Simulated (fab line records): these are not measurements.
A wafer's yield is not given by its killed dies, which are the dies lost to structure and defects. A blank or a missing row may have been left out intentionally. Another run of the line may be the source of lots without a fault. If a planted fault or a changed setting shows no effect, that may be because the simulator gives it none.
fab line records | flow ritCmos
record: lots: 14 wafers: 42 lastDay: 7
route steps=202 shown CONTACT@179 M1@202
lots that met no fault: taken from a fault-free run of the same line
startH: hours from the record's opening day to when the first of the lot's shown wafers began | waitH: hours elapsed since this lot's preceding step | " as in the row above | L1.1+2: several wafers, shown together as one row | - no value, or no start was given | * or withheld: withheld | < > ~ a bound
route shown NAME@n: names a module that has steps shown in the file, with the first one's number in the route | usual: mean and standard deviation over wafers with no fault | same: alike in all rows | chamber/n: place in a boat | sites: readings site by site | _std_site: standard deviation of those values | _edge_site: outer sites' mean less inner sites' | radiusMm: how far each site lies from the wafer's centre | mask NAME#n: copy n | behind: the most recent tool/chamber to have shaped the wafer | hold: what put the lot on hold/how long, in hours/how the hold closed | device: transistor that didn't switch, given as n, p or np | end of line: tests run on the same wafers once the route is complete | a step given without rows: its recipe and nothing more | killed: count of dies lost to structure and defects at first sort (not the wafer's yield) | map: a wafer's dies, marking killed ones x, the rest . and places with no die _
set.NAME: the setting as run; set.NAME@STEP: as run at that earlier step | model.NAME: the simulator's own value behind a step, which no gauge read
one table for each step of the route and one row for each wafer, over a sample of lots
services: a tool's chamber out of use, with start hour (startH, from the record's first day; less than 0 if before it), hours out, and reason
== steps ==
step: RIT_CONTACT_ETCH_11
recipe: targetDepthA: 4800 overEtchFrac: 0.2 stopOn: TiSi2 chemistry: CHF3/CF4/Ar target: SiO2 CHF3_flow_sccm: 50 cf4FlowSccm: 10 Ar_flow_sccm: 100 O2_flow_sccm: 5 pressureMtorr: 100 rfW: 195 timeS: 320
usual: CHF3_flow_sccm: 49.99/0.15 O2_flow_sccm: 5.002/0.015 cf4FlowSccm: 10.00/0.035 drypumpMotorCurrentA: 5.9/0.46 oesProductAu: 0.989/0.022 rfFwdPowerW: 194.6/0.66 throttleValvePct: 8.85/0.16
columns lot.wafer tool chamber startH waitH CHF3_flow_sccm O2_flow_sccm cf4FlowSccm drypumpMotorCurrentA oesProductAu rfFwdPowerW rfHoursCounterH throttleValvePct
L530.3 rieDiel-02 0 61.01 0.1 49.74 5.018 10.04 6.5 0.983 194.6 128 8.78
L530.5 " 0 " " 49.67 5.015 10.02 6.5 0.984 194.4 - 8.79
L530.6 " 3 " " 49.95 4.997 9.99 6.1 1.021 194.1 - 8.87
L531.1 rieDiel-02 2 65.82 0.1 49.91 5.005 10.00 5.8 1.014 193.7 72 8.92
L531.2 " 0 " " 49.91 5.001 9.98 6.5 0.978 194.9 128 8.78
L531.4 " 1 " " 50.13 5.025 9.97 5.7 0.970 194.8 5 8.67
L532.2 rieDiel-04 1 69.28 0.1 49.86 4.993 9.99 5.2 0.983 194.6 40 8.57
L532.3 " 3 " " 50.09 5.027 10.03 5.5 0.983 196.1 12 8.86
L532.6 " 0 " " 49.63 5.013 9.98 5.5 0.980 195.2 - 8.94
L533.2 rieDiel-04 3 76.71 0.1 49.78 5.011 9.97 5.5 0.989 193.3 12 8.86
L533.3 " 0 " " 49.84 5.031 10.04 5.5 0.982 193.7 151 8.95
L533.5 " 3 " " 49.80 5.009 9.99 5.5 0.985 194.6 - 8.87
L534.1 rieDiel-02 3 80.57 0.1 50.18 5.002 10.02 6.1 1.021 195.5 26 8.87
L534.3 " 2 " " 50.01 5.005 10.04 5.7 1.017 194.8 72 8.91
L534.6 " 3 " " 49.84 4.994 10.01 6.0 1.021 196.0 - 8.85
L535.3 rieDiel-01 0 84.55 0.1 49.99 4.970 9.99 6.5 1.001 194.0 54 8.66
L535.4 " 3 " " 50.09 4.995 10.06 5.0 1.001 194.5 2 8.83
L535.5 " 2 " " 50.25 4.996 9.97 5.7 0.967 194.6 - 9.12
L541.1 rieDiel-02 0 114.36 0.1 50.12 4.995 10.00 6.6 0.975 194.7 129 8.80
L541.3 " 1 " " 49.80 4.987 9.97 5.7 0.965 195.6 6 8.70
L541.4 " 3 " " 49.70 4.998 10.00 6.1 1.019 194.4 27 8.86
L542.2 rieDiel-02 1 121.80 0.1 50.00 5.006 10.00 5.7 0.966 195.1 6 8.69
L542.5 " 1 " " 50.15 5.035 9.98 5.7 0.970 194.7 - 8.67
L542.6 " 2 " " 49.98 4.990 10.04 5.7 1.007 194.3 - 8.90
L544.1 rieDiel-01 2 128.36 0.1 50.21 5.000 9.96 5.7 0.976 196.2 7 9.09
L544.2 " 0 " " 49.98 5.027 9.98 6.5 0.996 194.3 55 8.65
L544.6 " 3 " " 50.05 5.007 10.00 5.0 1.004 194.1 - 8.82
L545.2 rieDiel-04 2 130.31 0.1 49.86 5.003 10.09 5.7 0.948 194.6 8 8.85
L545.4 " 0 " " 49.98 4.985 10.03 5.5 0.988 193.9 151 8.93
L545.6 " 2 " " 50.09 5.014 9.98 5.7 0.947 195.2 - 8.85
L546.1 rieDiel-01 2 134.43 0.1 50.11 5.000 10.02 5.7 0.970 195.3 7 9.11
L546.2 " 0 " " 50.09 5.003 10.01 6.5 1.008 193.9 55 8.65
L546.4 " 1 " " 49.87 4.994 9.98 6.2 0.959 194.8 10 9.13
L549.2 rieDiel-01 1 155.03 0.1 49.78 5.008 10.04 6.2 0.960 195.4 10 9.11
L549.3 " 2 " " 49.93 4.991 9.99 5.7 0.979 193.9 8 9.11
L549.4 " 0 " " 49.97 5.010 10.04 6.4 1.001 194.6 56 8.67
L552.2 rieDiel-04 1 167.41 0.1 50.07 5.009 9.94 5.2 0.982 194.7 42 8.58
L552.4 " 3 " " 49.86 4.998 10.02 5.5 0.997 194.5 14 8.86
L552.6 " 0 " " 49.89 4.991 9.97 5.5 0.996 194.1 - 8.93
L553.3 rieDiel-01 1 173.23 0.1 50.06 5.023 10.05 6.2 0.958 194.1 10 9.12
L553.5 " 3 " " 50.02 5.004 10.06 5.0 1.010 195.6 - 8.83
L553.6 " 2 " " 49.78 4.984 10.05 5.7 0.977 193.2 - 9.11
step: RIT_M1_PROBE_99
usual: killedAtContacts: 0.1/0.25 killedAtFrontEnd: 6.8/2.9 killedDies: 6.9/2.9 killedOnRim: 1.7/1.3 killedOpen: 3.3/1.9 killedShort: 3.6/1.9
same: grossDies: 264 killed_at_M0_to_M3: 0 killed_at_M4_up: 0 killedAtBackSide: 0 killedAtOther: 0
columns lot.wafer tool chamber startH waitH killedAtContacts killedAtFrontEnd killedDies killedOnRim killedOpen killedShort
L541.1 prober-01 - 119.34 0.1 257 7 264 70 3 4
L541.3 prober-01 - 119.44 0.2 253 5 258 70 2 3
L541.4 prober-01 - 119.49 0.2 261 3 264 70 0 3
L542.2 prober-01 - 127.13 0.1 252 12 264 70 5 7
L542.5 prober-01 - 127.28 0.2 252 10 262 68 6 4
L542.6 prober-01 - 127.33 0.2 250 12 262 68 5 7
L545.2 prober-02 - 135.26 0.1 0 5 5 2 3 2
L545.4 prober-02 - 135.36 0.2 0 6 6 1 3 3
L545.6 prober-02 - 135.46 0.2 0 6 6 0 3 3
killed by level:class
L541.1 CONTACT:areaEtch=257 FOX1:geometricParticle:short=3 FOX1:geometricParticle:open=1 GATE:geometricParticle:open=1 SPACER:geometricParticle:open=1 SILICIDE:geometricParticle:short=1
L541.3 CONTACT:areaEtch=253 FOX1:geometricParticle:open=1 FOX2:geometricParticle:short=1 GATE:geometricParticle:short=1 SPACER:geometricParticle:open=1 SILICIDE:geometricParticle:short=1
L541.4 CONTACT:areaEtch=261 FOX2:geometricParticle:short=2 GATE:geometricParticle:short=1
L542.2 CONTACT:areaEtch=252 SPACER:geometricParticle:short=6 GATE:geometricParticle:open=2 SPACER:geometricParticle:open=2 GATE:geometricParticle:short=1 SILICIDE:geometricParticle:open=1
L542.5 CONTACT:areaEtch=252 REOX:geometricParticle:open=2 FOX1:geometricParticle:short=1 FOX1:geometricParticle:open=1 GATE:geometricParticle:open=1 GATE:geometricParticle:short=1 SPACER:geometricParticle:short=1 SPACER:geometricParticle:open=1
L542.6 CONTACT:areaEtch=250 SPACER:geometricParticle:open=3 SILICIDE:geometricParticle:short=3 GATE:geometricParticle:short=2 SPACER:geometricParticle:short=2 FOX1:geometricParticle:open=1 REOX:geometricParticle:open=1
L545.2 FOX1:geometricParticle:open=2 GATE:geometricParticle:short=2 FOX2:geometricParticle:open=1
L545.4 FOX1:geometricParticle:short=2 FOX1:geometricParticle:open=2 GATE:geometricParticle:short=1 SILICIDE:geometricParticle:open=1
L545.6 GATE:geometricParticle:open=2 REOX:geometricParticle:short=2 FOX1:geometricParticle:short=1 REOX:geometricParticle:open=1
== services ==
columns tool chamber startH hours kind
rieDiel-04 3 52.55 3.8 repair
rieDiel-01 2 67.31 4.3 repair
rieDiel-01 3 113.13 12.9 repair
rieDiel-04 2 121.33 7.5 repair
rieDiel-04 0 140.55 - clean
rieDiel-04 0 140.55 24.1 scheduledDown
rieDiel-04 0 140.55 24.1 ventCycle
rieDiel-02 - 154.74 1.4 repair
== key ==
firstSign: step: RIT_M1_PROBE_99 reading: killedAtContacts direction: up sigmas: 99+ usual: 0.1 struck: 254.2
effect: step: RIT_M1_PROBE_99 reading: killedDies direction: up sigmas: 87 usual: 6.9 struck: 262.3
moreKillsBornAt: RIT_CONTACT_ETCH_11@rieDiel-02: 1525
metAt RIT_CONTACT_ETCH_11
struckLots L541,L542
laterRowsLeftOut L541.1,L541.3,L541.4,L542.2,L542.5,L542.6
testerLeftOut L541,L542
onsetBetween 80.57 114.36
fault: kind: processParameterDrift tool: rieDiel-02 chamber: - onsetH: 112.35 steps: RIT_CONTACT_ETCH_11 channel: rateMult offset: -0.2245 shape: step endH: 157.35
testerLeftOut: of these lots the tester's yield and bins aren't shown, on N5 and GAA mostly nor the transistor test; their killed dies are dies lost to structure and defects alone, not to doping, threshold or leakage, so they don't give the yield
laterRowsLeftOut: the simulator's readings of these wafers behind a module that went badly wrong aren't trusted and aren't shown, but for the sort
